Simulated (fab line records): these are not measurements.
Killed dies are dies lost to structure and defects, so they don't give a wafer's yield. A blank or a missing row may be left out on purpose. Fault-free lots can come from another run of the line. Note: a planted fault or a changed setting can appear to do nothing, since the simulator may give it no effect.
Which tool was responsible? ; flow ritCmos ; 21 wafers from 7 lots sampled at 2 of the route's 202 steps

## WHAT THE GAUGES SHOWED, per wafer
RIT_WELLDRIVE_RS_MEAS_01: the measuring method here is four-point-probe.
lot;measured;on;NWELL_RS (ohm/sq)
L855;day 2 15:44;filmMetro-02;275.0 274.6 274.8
L859;day 3 15:49;filmMetro-01;274.4 274.7 275.0
L863;day 4 10:11;filmMetro-02;261.3 261.7 261.0
L868;day 5 10:29;filmMetro-02;275.1 274.8 275.7
L871;day 6 05:57;filmMetro-01;275.5 274.9 275.4
L874;day 7 00:51;filmMetro-01;274.6 275.3 275.3
L876;day 7 12:19;filmMetro-02;275.5 276.4 276.7

## EACH LOT AND THE TOOL THAT RAN IT (in order: tool; ch and the chambers of the sampled wafers; start)
lot;RIT_WELLDRIVE_ANNEAL_00
L855;furnace-01 ch 0, day 2 10:38
L859;furnace-03 ch 0, day 3 10:41
L863;furnace-03 ch 0, day 4 05:03
L868;furnace-01 ch 0, day 5 05:23
L871;furnace-04 ch 0, day 6 00:51
L874;furnace-04 ch 0, day 6 19:44
L876;furnace-04 ch 0, day 7 07:13
- RIT_WELLDRIVE_ANNEAL_00: time 14700 s.

## THE ANSWER, worked out from the rows above alone
Rule: usual is defined by the lots themselves. Put in order of their means at a reading, lots are off if they are a third of the lots or fewer, leave a main group of 4 or more, and stand apart from it by a gap of 3 or more times the standard deviation of the main group's means; of several such gaps the widest counts. A main group whose means are all the same, to the digits that the tables above print for the reading, isn't used. A lot without any number at a reading at which 4 lots or more have one is off too. Where the step has rows for the other lots, those lots are counted as sound.
Off: L863, seen at RIT_WELLDRIVE_RS_MEAS_01 (NWELL_RS). Mean 275.2 ohm/sq and standard deviation 0.49 in the main group.
If a tool, at a process step before that reading, ran all the lots that are off and no sound lot after the first of them, it fits. The gauges at RIT_WELLDRIVE_RS_MEAS_01 are tried like those tools. One fits: RIT_WELLDRIVE_ANNEAL_00 on furnace-03. Its last sound lot is L859 (day 3 10:41), its first lot that is off L863 (day 4 05:03): a fault that began between those two fits.

## WHAT THE SIMULATOR PUT IN
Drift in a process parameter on furnace-03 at RIT_WELLDRIVE_ANNEAL_00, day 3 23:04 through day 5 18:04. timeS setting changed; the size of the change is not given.
Shown lots that were struck: L863. This agrees with what the rule above found.
